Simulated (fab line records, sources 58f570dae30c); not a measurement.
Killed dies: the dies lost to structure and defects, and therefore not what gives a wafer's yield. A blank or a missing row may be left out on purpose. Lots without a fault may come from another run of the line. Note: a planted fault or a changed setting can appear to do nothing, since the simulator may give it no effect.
Which of the tools did it? + flow berkeley-cmos170 + 27 wafers from 9 lots sampled at 2 of the route's 331 steps

WHAT THE GAUGES READ, wafer by wafer
UCB170_V1_THK_MEAS_04.
| lot  | measured     | on            | V1_POLISHED_THK (nm) |
|------|--------------|---------------|----------------------|
| L250 | day 6 23:46  | film-metro-02 | 999.5 998.8 1001.1   |
| L249 | day 7 04:39  | film-metro-04 | 999.5 998.4 999.9    |
| L251 | day 7 19:23  | film-metro-02 | 999.7 1000.4 1000.8  |
| L252 | day 8 13:26  | film-metro-04 | 1001.1 1000.6 1001.1 |
| L253 | day 8 13:07  | film-metro-04 | 1002.9 1001.0 1001.9 |
| L264 | day 10 14:13 | film-metro-02 | 1251.3 1000.3 1250.0 |
| L268 | day 11 04:02 | film-metro-04 | 998.5 999.6 999.9    |
| L267 | day 11 03:44 | film-metro-02 | 1001.3 1001.8 1000.9 |
| L270 | day 11 15:44 | film-metro-04 | 1000.5 1001.2 999.6  |

WHAT TOOL EACH LOT RAN ON (gives the tool, then ch and the chambers of the sampled wafers, and finally the start)
| lot  | UCB170_V1_CMP_02              |
|------|-------------------------------|
| L250 | cmp-01 ch 0,1,2, day 6 23:26  |
| L249 | cmp-01 ch 1,2,3, day 7 04:14  |
| L251 | cmp-01 ch 0,1,2, day 7 19:04  |
| L252 | cmp-02 ch 0,1, day 8 12:59    |
| L253 | cmp-02 ch 2,3, day 8 12:41    |
| L264 | cmp-01 ch 0,1, day 10 13:47   |
| L268 | cmp-02 ch 0,3, day 11 03:40   |
| L267 | cmp-02 ch 0,2,3, day 11 03:19 |
| L270 | cmp-02 ch 0,2,3, day 11 15:18 |
- UCB170_V1_CMP_02: polishes SiO2.

THE ANSWER, worked out from the rows above alone
Rule: what is usual is taken from the lots themselves. Put in order of their means at a reading, lots are off if they are a third of the lots or fewer, leave a main group of 4 or more, and stand apart from it by a gap of 3 or more times the standard deviation of the main group's means; of several such gaps the widest counts. The tables above print the reading to a certain number of digits; a main group whose means all agree to those digits is not used. A lot without any number at a reading at which 4 lots or more have one is off too. The other lots that the step has rows for count as sound.
Off: L264, seen at UCB170_V1_THK_MEAS_04 (V1_POLISHED_THK). Main group: mean 1000.4 nm, sd 0.89.
A tool fits if, at a process step before that reading, it ran every lot that is off, and no sound lot after the first of them. The gauges at UCB170_V1_THK_MEAS_04 are tried like those tools. One candidate fits, namely cmp-01 at UCB170_V1_CMP_02. A fault onset in the window from L251 (day 7 19:04, its last sound lot) to L264 (day 10 13:47, its first lot off) fits.

WHAT THE SIMULATOR HAD INSERTED
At UCB170_V1_CMP_02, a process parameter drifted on cmp-01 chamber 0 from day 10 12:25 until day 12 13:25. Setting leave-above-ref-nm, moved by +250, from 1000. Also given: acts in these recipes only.
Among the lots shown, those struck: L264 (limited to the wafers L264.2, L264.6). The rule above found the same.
